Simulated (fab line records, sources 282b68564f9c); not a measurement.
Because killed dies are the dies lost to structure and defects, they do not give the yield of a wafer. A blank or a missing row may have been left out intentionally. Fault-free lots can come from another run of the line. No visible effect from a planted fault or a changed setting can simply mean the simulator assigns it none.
Which tool is to blame? || flow rit cmos || 14 lots (42 wafers sampled), 1 step of a 202-step route

WHAT THE GAUGES SHOWED, per wafer
Not one reading of a measure or inspect step in the record can be checked against a usual standard deviation.

WHICH TOOL RAN EACH LOT (tool, then ch and the chambers of the sampled wafers, then the start)
{"lot": "L161", "RIT_NLDD_EXPOSE_03": "iline stepper-01 ch 0, day 3 02:05"}
{"lot": "L163", "RIT_NLDD_EXPOSE_03": "iline stepper-02 ch 0, day 3 13:22"}
{"lot": "L164", "RIT_NLDD_EXPOSE_03": "iline stepper-01 ch 0, day 3 17:46"}
{"lot": "L170", "RIT_NLDD_EXPOSE_03": "iline stepper-02, day 4 19:27"}
{"lot": "L171", "RIT_NLDD_EXPOSE_03": "iline stepper-02, day 5 05:50"}
{"lot": "L172", "RIT_NLDD_EXPOSE_03": "iline stepper-01 ch 0, day 5 08:31"}
{"lot": "L173", "RIT_NLDD_EXPOSE_03": "iline stepper-01 ch 0, day 5 11:04"}
{"lot": "L174", "RIT_NLDD_EXPOSE_03": "iline stepper-02 ch 0, day 5 17:05"}
{"lot": "L175", "RIT_NLDD_EXPOSE_03": "iline stepper-02 ch 0, day 5 20:41"}
{"lot": "L177", "RIT_NLDD_EXPOSE_03": "iline stepper-02 ch 0, day 6 08:16"}
{"lot": "L179", "RIT_NLDD_EXPOSE_03": "iline stepper-02 ch 0, day 6 16:47"}
{"lot": "L180", "RIT_NLDD_EXPOSE_03": "iline stepper-02 ch 0, day 6 22:26"}
{"lot": "L181", "RIT_NLDD_EXPOSE_03": "iline stepper-02 ch 0, day 7 03:28"}
{"lot": "L183", "RIT_NLDD_EXPOSE_03": "iline stepper-01 ch 0, day 7 13:16"}
- RIT_NLDD_EXPOSE_03: exposes mask M7, target cd 40700 nm.

AS READ BY THE TOOLS THEMSELVES (means over the sampled wafers that have a number; for cases with no such wafer, the mark the record gives instead)
RIT_NLDD_EXPOSE_03. Usual: exposure dose mJ cm2 250.07, standard deviation 0.26; focus offset nm 0.0 nm, standard deviation 0.46; stage vel mm s 499.98 mm/s, standard deviation 0.22.
{"lot": "L161", "tool": "iline stepper-01", "exposure dose mJ cm2": 250.31, "focus offset nm (nm)": -0.2, "stage vel mm s (mm/s)": 500.31, "flag": ""}
{"lot": "L163", "tool": "iline stepper-02", "exposure dose mJ cm2": 250.38, "focus offset nm (nm)": 0.3, "stage vel mm s (mm/s)": 500.10, "flag": ""}
{"lot": "L164", "tool": "iline stepper-01", "exposure dose mJ cm2": 250.11, "focus offset nm (nm)": -0.4, "stage vel mm s (mm/s)": 500.06, "flag": ""}
{"lot": "L170", "tool": "iline stepper-02", "exposure dose mJ cm2": "-", "focus offset nm (nm)": "-", "stage vel mm s (mm/s)": "-", "flag": "OFF"}
{"lot": "L171", "tool": "iline stepper-02", "exposure dose mJ cm2": "-", "focus offset nm (nm)": "-", "stage vel mm s (mm/s)": "-", "flag": "OFF"}
{"lot": "L172", "tool": "iline stepper-01", "exposure dose mJ cm2": 249.80, "focus offset nm (nm)": 0.1, "stage vel mm s (mm/s)": 500.10, "flag": ""}
{"lot": "L173", "tool": "iline stepper-01", "exposure dose mJ cm2": 250.23, "focus offset nm (nm)": 0.1, "stage vel mm s (mm/s)": 500.04, "flag": ""}
{"lot": "L174", "tool": "iline stepper-02", "exposure dose mJ cm2": 250.02, "focus offset nm (nm)": -0.3, "stage vel mm s (mm/s)": 499.98, "flag": ""}
{"lot": "L175", "tool": "iline stepper-02", "exposure dose mJ cm2": 250.06, "focus offset nm (nm)": -0.1, "stage vel mm s (mm/s)": 499.67, "flag": ""}
{"lot": "L177", "tool": "iline stepper-02", "exposure dose mJ cm2": 250.39, "focus offset nm (nm)": 0.3, "stage vel mm s (mm/s)": 499.88, "flag": ""}
{"lot": "L179", "tool": "iline stepper-02", "exposure dose mJ cm2": 249.66, "focus offset nm (nm)": -0.8, "stage vel mm s (mm/s)": 499.94, "flag": ""}
{"lot": "L180", "tool": "iline stepper-02", "exposure dose mJ cm2": 249.80, "focus offset nm (nm)": -0.2, "stage vel mm s (mm/s)": 499.87, "flag": ""}
{"lot": "L181", "tool": "iline stepper-02", "exposure dose mJ cm2": 250.00, "focus offset nm (nm)": -0.3, "stage vel mm s (mm/s)": 499.55, "flag": ""}
{"lot": "L183", "tool": "iline stepper-01", "exposure dose mJ cm2": 250.03, "focus offset nm (nm)": 0.1, "stage vel mm s (mm/s)": 500.04, "flag": ""}

THE ANSWER, worked out from the rows above alone
Rule: a lot is off if the mean of its wafers that have a number lies more than 3 standard deviations from the usual mean. A lot without any number at a reading at which 4 lots or more have one is off too. The other lots that the step has rows for count as sound. First the gauges in route order, then the tools' own readings, where a lot's mean is used as printed above. At the first step where some lot is off, the reading lying furthest off is the one used; lots without a number count as furthest.
Off, at RIT_NLDD_EXPOSE_03 on exposure dose mJ cm2: L170, L171. Without a number there: L170, L171.
If a tool, at that step or one of the process steps before it, ran each lot that is off and ran no sound lot following the first of them, it fits. No candidate that was tried fits.

WHAT THE SIMULATOR HAD PUT IN
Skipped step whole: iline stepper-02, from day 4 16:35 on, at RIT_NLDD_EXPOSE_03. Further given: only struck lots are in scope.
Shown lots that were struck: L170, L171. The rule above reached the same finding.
